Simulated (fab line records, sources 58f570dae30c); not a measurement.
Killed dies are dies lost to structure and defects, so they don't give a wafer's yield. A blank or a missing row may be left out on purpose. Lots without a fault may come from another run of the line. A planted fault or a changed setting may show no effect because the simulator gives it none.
One fault seen from 2 desks | flow berkeley_cmos170 | each desk has only its own numbers; what lay behind them comes last

THE TOOL OWNER'S DESK: krf_scanner-01
The tool's own readings at UCB170_NLDD_EXPOSE_03 (exposes mask NSELECT, target cd 1200 nm): means of the sampled wafers that have a number, for each lot that ran on this tool. A lot is out of limits, marked OUT, if its mean lies more than 4 standard deviations from the usual mean; the brackets give that distance.
Columns: A = exposure_dose_mJ_cm2 at UCB170_NLDD_EXPOSE_03, usual 29.98
lot  | first seen here | A
L851 | day 8 13:43     | 29.94
L850 | day 8 14:16     | 29.99
L858 | day 9 14:14     | 29.74 (-7.0) OUT
This desk's finding: out of limits on L858; first on L858, day 9 14:14 (exposure_dose_mJ_cm2 at UCB170_NLDD_EXPOSE_03). In limits: L851, L850.

THE METROLOGY DESK
What the gauges read, lot by lot, whatever tool the lot ran on: means of the sampled wafers that have a number. A lot is out of limits, marked OUT, if its mean lies more than 4 standard deviations from the usual mean; the brackets give that distance.
Columns: A = cd_nm at UCB170_PLDD_CD_MEAS_06, usual 1200.3 nm; B = PLDD_OVL at UCB170_PLDD_OVL_MEAS_07, usual -2 nm; C = PLDD_TW at UCB170_PLDD_TW_MEAS_11, usual 1016; D = cd_nm at UCB170_NLDD_CD_MEAS_06, usual 1199.8 nm; E = NLDD_OVL at UCB170_NLDD_OVL_MEAS_07, usual -2 nm
lot  | first seen here | A      | B  | C    | D                 | E
L851 | day 8 11:29     | 1200.3 | -6 | 1024 | 1199.4            | -1
L850 | day 8 12:21     | 1199.5 | -4 | 1014 | 1198.3            | -5
L858 | day 9 12:21     | 1200.8 | 3  | 1015 | 1207.4 (+5.4) OUT | -0
L853 | day 9 12:35     | 1200.5 | -6 | 1021 | 1199.0            | -7
L867 | day 11 06:02    | 1200.2 | -7 | 1022 | 1199.1            | 0
This desk's finding: out of limits on L858; first on L858, day 9 15:07 (cd_nm at UCB170_NLDD_CD_MEAS_06). In limits: L851, L850, L853, L867.

PUT TOGETHER
The tool owner's desk could have raised an alarm at day 9 14:14, on L858.
The metrology desk could have raised an alarm at day 9 15:07, on L858.
Of the lots named, all ran UCB170_NLDD_EXPOSE_03 on krf_scanner-01.

WHAT THE SIMULATOR HAD PUT IN
Process parameter drift: krf_scanner-01, from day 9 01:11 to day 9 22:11, at UCB170_NLDD_EXPOSE_03. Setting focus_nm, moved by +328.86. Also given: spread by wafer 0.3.
Lots struck among those shown: L858.
Hours from the fault's start to each desk's first reading out of limits: the tool owner's desk, 13; the metrology desk, 14.
